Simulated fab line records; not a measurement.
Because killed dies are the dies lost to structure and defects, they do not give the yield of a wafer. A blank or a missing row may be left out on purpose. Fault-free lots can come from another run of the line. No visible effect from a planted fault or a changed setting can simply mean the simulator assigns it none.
What tool caused it? + flow rit-cmos + 6 lots, 18 wafers sampled, at 2 steps of a route of 202

## WHAT EACH GAUGE READ, for each wafer
RIT_SILICIDE_RS_MEAS_02: uses a four-point probe to measure.
| lot  | measured    | on            | SILICIDE_TI_RS (ohm/sq) |
|------|-------------|---------------|-------------------------|
| L358 | day 3 08:47 | film-metro-03 | 49.5 48.9 49.8          |
| L361 | day 4 03:25 | film-metro-03 | 49.2 49.7 48.8          |
| L364 | day 4 14:56 | film-metro-03 | 50.4 50.2 50.4          |
| L366 | day 5 04:31 | film-metro-04 | 50.5 51.1 50.9          |
| L368 | day 5 13:35 | film-metro-03 | 49.7 49.0 49.7          |
| L370 | day 5 22:53 | film-metro-04 | 49.9 50.6 50.0          |

## WHICH TOOL RAN EACH LOT (tool, then ch and the chambers of the sampled wafers, then the start)
| lot  | RIT_SILICIDE_SPUTTER_01     |
|------|-----------------------------|
| L358 | pvd-sputter-02, day 3 08:37 |
| L361 | pvd-sputter-03, day 4 03:16 |
| L364 | pvd-sputter-04, day 4 14:46 |
| L366 | pvd-sputter-03, day 5 04:22 |
| L368 | pvd-sputter-03, day 5 13:26 |
| L370 | pvd-sputter-04, day 5 22:43 |
- RIT_SILICIDE_SPUTTER_01: material Ti, target thk 30 nm, time 234.8 s.

## THE ANSWER, worked out from the rows above alone
Rule: what is usual is taken from the lots themselves. Put in order of their means at a reading, lots are off if they are a third of the lots or fewer, leave a main group of 4 or more, and stand apart from it by a gap of 3 or more times the standard deviation of the main group's means; of several such gaps the widest counts. The tables above print the reading to a certain number of digits; a main group whose means all agree to those digits is not used. A lot without any number at a reading at which 4 lots or more have one is off too. Where the step has rows for the other lots, those lots are counted as sound.
Across all readings shown, no lot is off: no conclusion can be drawn from this.

## WHAT HAD BEEN PUT IN BY THE SIMULATOR
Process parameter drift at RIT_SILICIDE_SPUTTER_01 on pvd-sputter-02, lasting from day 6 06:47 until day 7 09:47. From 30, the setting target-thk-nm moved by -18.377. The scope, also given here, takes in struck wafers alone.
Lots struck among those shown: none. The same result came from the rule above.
